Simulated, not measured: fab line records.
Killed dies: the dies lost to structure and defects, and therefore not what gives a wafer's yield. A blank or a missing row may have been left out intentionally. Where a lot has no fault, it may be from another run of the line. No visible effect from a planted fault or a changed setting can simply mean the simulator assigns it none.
Struck lot and sound lot, side by side / flow rit_cmos / 18 out of 202 route steps
Sound: the wafers L482.1, L482.3, L482.6. Wafers L492.3, L492.5, L492.6 were the ones struck. The cause comes at the end.
Order at every step that has rows: each side's tool, ch and its chambers, its first start. Under that, the readings that differ: sound wafers / struck wafers / difference of the means / sigmas: that difference in standard deviations of wafers without a fault.
alike: a reading whose means differ by less than 2 such deviations, as well as words and numbers matching on both sides. not compared: withheld readings; readings where some wafer has no value; bounds like >300 that might hide an equal value; numbers whose values overlap and for which the record gives no deviation.
Wherever a step has rows on one side only, a row that says differs or no value, or a row with sigmas, the two part there. When numbers do not overlap yet have no deviation, they are printed without sigmas and do not part them. Lack of a reading on every wafer of one side parts them only where that side has two or more wafers.

first, 1 step without rows for these wafers: RIT_GATE_HARDBAKE_18 (time 60 s).
RIT_GATE_ETCH_19: etches poly-Si in SF6/CHF3/O2, stops on SiO2, time 165 s, target depth 312.5 nm.
  sound on rie_si-01 ch 1,2, day 3 10:00; struck on rie_si-01 ch 2,3, day 5 17:08
  alike: drypump_motor_current_A, oes_product_au, throttle_valve_pct
  not compared: rf_hours_counter_h
RIT_GATE_STRIP_20: strips in O2, time 180 s.
  sound on plasma_asher-01 ch 0,1, day 3 10:07; struck on plasma_asher-04 ch 0,1, day 5 17:18
  alike: drypump_motor_current_A
  not compared: rf_hours_counter_h
RIT_GATE_CD_MEAS_90: target cd 150 nm.
  sound on cd_sem-02 at day 3 10:17; struck on cd_sem-02 at day 5 17:28
  alike: cd_nm
then, 4 steps without rows for these wafers: RIT_REOX_CLEAN_00 (cleans in SC1, time 600 s); RIT_REOX_CLEAN_01 (cleans in dHF, time 30 s); RIT_REOX_CLEAN_02 (cleans in SC2, time 600 s); RIT_REOX_OXIDATION_03 (target thk 25.2 nm, ox time 5580 s).
RIT_REOX_THK_MEAS_04:
  sound on film_metro-01 at day 3 13:25; struck on film_metro-03 at day 5 21:32
  alike: REOX_OXIDE_THK
then, 3 steps without rows for these wafers: RIT_NLDD_HMDS_00 (prime time 60 s); RIT_NLDD_COAT_01 (resist thk 1000 nm); RIT_NLDD_SOFTBAKE_02 (time 60 s).
RIT_NLDD_EXPOSE_03: exposes mask M7, target cd 40700 nm.
  sound on iline_stepper-01 ch 0, day 3 14:07; struck on iline_stepper-01 ch 0, day 5 22:04
reading=focus_offset_nm (nm); sound=0.5 0.5 0.8; struck=-0.3 -1.2 -0.3; difference=-1.2; sigmas=-2
reading=model.NLDD.overlay_x_nm (nm); sound=2.109 2.109 2.109; struck=-297.6 -297.6 -297.6; difference=-299.7; sigmas=
  alike: mask
then, 2 steps without rows for these wafers: RIT_NLDD_PEB_04; RIT_NLDD_DEVELOP_05 (develop time 50 s).
RIT_NLDD_OVL_MEAS_06:
  sound on overlay-01 at day 3 14:31; struck on overlay-01 at day 5 22:26
reading=NLDD_OVL (nm); sound=2.0 1.9 1.7; struck=-298.9 -299.8 -298.5; difference=-300.9; sigmas=-99 or more
then, 1 step without rows for these wafers: RIT_NLDD_HARDBAKE_07 (time 60 s).
RIT_M1_PROBE_99:
  sound on prober-02 at day 4 06:28; struck on prober-02 at day 6 13:58
reading=model.etest.nldd.width_nm (nm); sound=3194 3164 3168; struck=2947 2966 2951; difference=-221; sigmas=
reading=model.etest.nldd.line_ohm_um; sound=120.4 122.6 119.4; struck=128 133.1 129.6; difference=+9; sigmas=
  alike: killed_at_contacts, killed_at_front_end, killed_dies, killed_open, killed_short

== WHERE THEY PART ==
First at RIT_NLDD_EXPOSE_03; last, within this record, at RIT_NLDD_OVL_MEAS_06. Later steps at which nothing parts them and some readings are alike: RIT_M1_PROBE_99.

WHY: the cause the simulator had injected
Scanner matching overlay: iline_stepper-01, from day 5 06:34 on, at RIT_NLDD_EXPOSE_03. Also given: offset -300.
